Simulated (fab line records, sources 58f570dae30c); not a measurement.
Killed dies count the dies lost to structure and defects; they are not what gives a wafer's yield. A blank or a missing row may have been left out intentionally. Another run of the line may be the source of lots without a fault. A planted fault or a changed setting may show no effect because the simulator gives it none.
2 desks, one fault / flow berkeleyCmos170 / each desk has only its own numbers; what lay behind them comes last

== DESK OF THE TOOL OWNER: implanter-02 ==
For each lot that ran on this tool, the mean over its sampled wafers that have a number, from the tool's own readings at UCB170_PFIELD_IMPLANT_07. Any lot whose mean is over 4 standard deviations away from the usual mean is out of limits and marked OUT; that distance is given in the brackets.
Columns: A = beamEnergyKeV at UCB170_PFIELD_IMPLANT_07, usual 79.997; B = endStationPressureTorr at UCB170_PFIELD_IMPLANT_07, usual 5.06e-06 Torr
lot=L362; first seen here=day 4 01:09; A=79.980; B=4.98e-06
lot=L364; first seen here=day 4 21:11; A=79.997; B=5.06e-06
lot=L373; first seen here=day 7 06:22; A=81.022 (+45) OUT; B=5.13e-06
lot=L376; first seen here=day 7 10:27; A=81.027 (+45) OUT; B=5.26e-06
This desk finds L373, L376 out of limits, L373 being first, at day 7 06:22 (beamEnergyKeV at UCB170_PFIELD_IMPLANT_07). L362, L364 stayed within limits.

== AT THE METROLOGY DESK ==
What the gauges read, lot by lot, whatever tool the lot ran on: means of the sampled wafers that have a number. Any lot whose mean is over 4 standard deviations away from the usual mean is out of limits and marked OUT; that distance is given in the brackets.
Columns: A = PWELL_TW at UCB170_PWELL_TW_MEAS_17, usual 379.6; B = GATE_POLY_THK at UCB170_GATE_THK_MEAS_05, usual 213.7 nm
lot=L362; first seen here=day 2 23:21; A=378.9; B=216.5
lot=L364; first seen here=day 3 16:33; A=381.6; B=215.1
lot=L366; first seen here=day 3 16:47; A=376.6; B=210.8
lot=L367; first seen here=day 4 00:55; A=378.4; B=213.7
lot=L370; first seen here=day 4 15:31; A=380.4; B=211.5
lot=L373; first seen here=day 5 05:15; A=378.8; B=213.9
lot=L376; first seen here=day 6 05:56; A=377.9; B=215.9
lot=L378; first seen here=day 6 16:32; A=376.4; B=215.3
lot=L377; first seen here=day 6 16:34; A=380.3; B=212.5
lot=L379; first seen here=day 6 23:18; A=382.4; B=215.2
lot=L381; first seen here=day 7 16:16; A=379.7; B=216.0
lot=L382; first seen here=day 7 16:30; A=381.8; B=215.6
lot=L384; first seen here=day 7 22:40; A=378.1; B=210.5
lot=L385; first seen here=day 7 22:44; A=379.7; B=216.3
This desk's verdict: no lot among the 14 shows anything out of limits.

== PUT TOGETHER ==
On L373, L376, at day 7 06:22, an alarm was possible from the tool owner's desk.
Nothing out of limits was seen by the metrology desk.
The metrology desk holds a record of L373, L376, inside its limits.
Every lot named ran UCB170_PFIELD_IMPLANT_07 on implanter-02.

== WHAT WAS PUT IN BY THE SIMULATOR ==
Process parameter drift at UCB170_PFIELD_IMPLANT_07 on implanter-02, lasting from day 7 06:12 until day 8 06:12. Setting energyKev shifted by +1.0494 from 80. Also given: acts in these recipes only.
Shown lots that were struck: L373, L376.
Time in hours from fault onset to the first out-of-limits reading at each desk: the tool owner's desk, 0.
